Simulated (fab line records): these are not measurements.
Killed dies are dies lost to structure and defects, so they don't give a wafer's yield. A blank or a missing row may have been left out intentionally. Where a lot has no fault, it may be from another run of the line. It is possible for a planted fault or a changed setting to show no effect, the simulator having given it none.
What tool caused it? :: flow rit_cmos :: Sampling: 14 lots, 42 wafers, 3 of 202 route steps

WHAT THE GAUGES READ, wafer by wafer
RIT_ACTIVE_BOW_MEAS_00. Usual: for INCOMING_BOW the level is -1 um and the standard deviation is 7.1.
lot: L443
measured: day 1 10:00
on: film_metro-03
INCOMING_BOW (um): -10 8 -3
flag: 

lot: L444
measured: day 1 15:01
on: film_metro-02
INCOMING_BOW (um): -2 -2 16
flag: 

lot: L445
measured: day 1 20:00
on: film_metro-02
INCOMING_BOW (um): -3 -6 -6
flag: 

lot: L446
measured: day 2 01:04
on: film_metro-02
INCOMING_BOW (um): -3 -3 0
flag: 

lot: L447
measured: day 2 06:01
on: film_metro-02
INCOMING_BOW (um): -5 11 -5
flag: 

lot: L448
measured: day 2 11:02
on: film_metro-01
INCOMING_BOW (um): 19 -2 -7
flag: 

lot: L452
measured: day 3 07:02
on: film_metro-02
INCOMING_BOW (um): 6 5 10
flag: 

lot: L453
measured: day 3 12:02
on: film_metro-01
INCOMING_BOW (um): 6 1 -10
flag: 

lot: L457
measured: day 4 08:00
on: film_metro-02
INCOMING_BOW (um): 4 11 -7
flag: 

lot: L460
measured: day 4 23:01
on: film_metro-03
INCOMING_BOW (um): -1 -3 1
flag: 

lot: L462
measured: day 5 09:00
on: film_metro-03
INCOMING_BOW (um): 1 4 -6
flag: 

lot: L463
measured: day 5 14:04
on: film_metro-01
INCOMING_BOW (um): 4 2 8
flag: 

lot: L465
measured: day 6 00:00
on: film_metro-01
INCOMING_BOW (um): 2 -2 -3
flag: 

lot: L466
measured: day 6 05:04
on: film_metro-03
INCOMING_BOW (um): 12 -4 5
flag: 

RIT_SILICIDE_THK_MEAS_03: measures by xrf. Usual: for SILICIDE_TI_THK the level is 30.3 nm and the standard deviation is 0.31.
lot: L443
measured: day 3 10:40
on: film_metro-02
SILICIDE_TI_THK (nm): 30.2 30.2 30.3
flag: 

lot: L444
measured: day 3 16:50
on: film_metro-03
SILICIDE_TI_THK (nm): 30.4 30.4 30.2
flag: 

lot: L445
measured: day 3 22:47
on: film_metro-04
SILICIDE_TI_THK (nm): 30.4 30.1 30.4
flag: 

lot: L446
measured: day 4 04:10
on: film_metro-04
SILICIDE_TI_THK (nm): 30.8 31.1 31.1
flag: 

lot: L447
measured: day 4 14:11
on: film_metro-03
SILICIDE_TI_THK (nm): 30.2 30.2 30.1
flag: 

lot: L448
measured: day 4 19:20
on: film_metro-03
SILICIDE_TI_THK (nm): 30.3 30.4 30.1
flag: 

lot: L452
measured: day 5 09:05
on: film_metro-04
SILICIDE_TI_THK (nm): 30.9 31.0 30.6
flag: 

lot: L453
measured: day 5 15:19
on: film_metro-04
SILICIDE_TI_THK (nm): 30.8 30.7 30.6
flag: 

lot: L457
measured: day 6 06:52
on: film_metro-02
SILICIDE_TI_THK (nm): 30.2 30.2 29.8
flag: 

lot: L460
measured: day 6 18:32
on: film_metro-03
SILICIDE_TI_THK (nm): 29.9 30.1 29.8
flag: 

lot: L462
measured: day 7 07:23
on: film_metro-04
SILICIDE_TI_THK (nm): 30.0 30.2 29.8
flag: 

lot: L463
measured: day 7 09:25
on: film_metro-04
SILICIDE_TI_THK (nm): 30.4 30.6 30.7
flag: 

lot: L465
measured: day 7 23:03
on: film_metro-02
SILICIDE_TI_THK (nm): 30.4 30.2 30.6
flag: 

lot: L466
measured: day 8 04:49
on: film_metro-04
SILICIDE_TI_THK (nm): 30.3 30.4 30.1
flag: 

RIT_CONTACT_CD_MEAS_08 targets a cd of 1000 nm. Usual: cd_nm reads 1000.1 nm (standard deviation 2.3).
lot: L443
measured: day 3 11:59
on: cd_sem-01
cd_nm (nm): 1004.1 1006.4 1005.9
flag: 

lot: L444
measured: day 3 18:17
on: cd_sem-01
cd_nm (nm): 999.8 1000.0 1000.0
flag: 

lot: L445
measured: day 4 00:06
on: cd_sem-02
cd_nm (nm): 998.9 998.4 997.0
flag: 

lot: L446
measured: day 4 05:34
on: cd_sem-02
cd_nm (nm): 997.6 999.1 998.5
flag: 

lot: L447
measured: day 4 15:35
on: cd_sem-02
cd_nm (nm): 996.3 999.1 999.2
flag: 

lot: L448
measured: day 4 21:01
on: cd_sem-02
cd_nm (nm): 997.2 996.1 998.9
flag: 

lot: L452
measured: day 5 10:37
on: cd_sem-02
cd_nm (nm): 1003.7 1002.5 1004.4
flag: 

lot: L453
measured: day 5 16:43
on: cd_sem-02
cd_nm (nm): 998.4 998.0 1000.0
flag: 

lot: L457
measured: day 6 08:11
on: cd_sem-01
cd_nm (nm): 1001.7 1000.2 1000.8
flag: 

lot: L460
measured: day 6 19:59
on: cd_sem-02
cd_nm (nm): 1002.7 1005.2 1003.8
flag: 

lot: L462
measured: day 7 08:43
on: cd_sem-02
cd_nm (nm): 1001.6 998.4 999.3
flag: 

lot: L463
measured: day 7 10:45
on: cd_sem-01
cd_nm (nm): 1001.9 1001.8 1000.5
flag: 

lot: L465
measured: day 8 00:29
on: cd_sem-02
cd_nm (nm): 999.8 1002.2 999.8
flag: 

lot: L466
measured: day 8 06:18
on: cd_sem-02
cd_nm (nm): 1002.5 1002.5 1001.4
flag: 

EACH LOT AND THE TOOL THAT RAN IT (in order: tool; ch and the chambers of the sampled wafers; start)
There is no process step in the record ahead of these readings.

AS READ BY THE TOOLS THEMSELVES (means over the sampled wafers that have a number; for cases with no such wafer, the mark the record gives instead)
The record holds no such reading with a usual standard deviation.

THE ANSWER, worked out from the rows above alone
Rule: a lot is off if the mean of its wafers that have a number lies more than 3 standard deviations from the usual mean. A lot without any number at a reading at which 4 lots or more have one is off too. All remaining lots with rows at the step are treated as sound. After the gauges, taken in route order, come the tools' own readings; for these a lot's mean is taken, as printed above. The first step at which some lot is off is used, and at that step the reading that is off furthest; a lot without a number counts as furthest.
No lot is off at any reading shown: from this, nothing can be told.

WHAT THE SIMULATOR HAD INSERTED
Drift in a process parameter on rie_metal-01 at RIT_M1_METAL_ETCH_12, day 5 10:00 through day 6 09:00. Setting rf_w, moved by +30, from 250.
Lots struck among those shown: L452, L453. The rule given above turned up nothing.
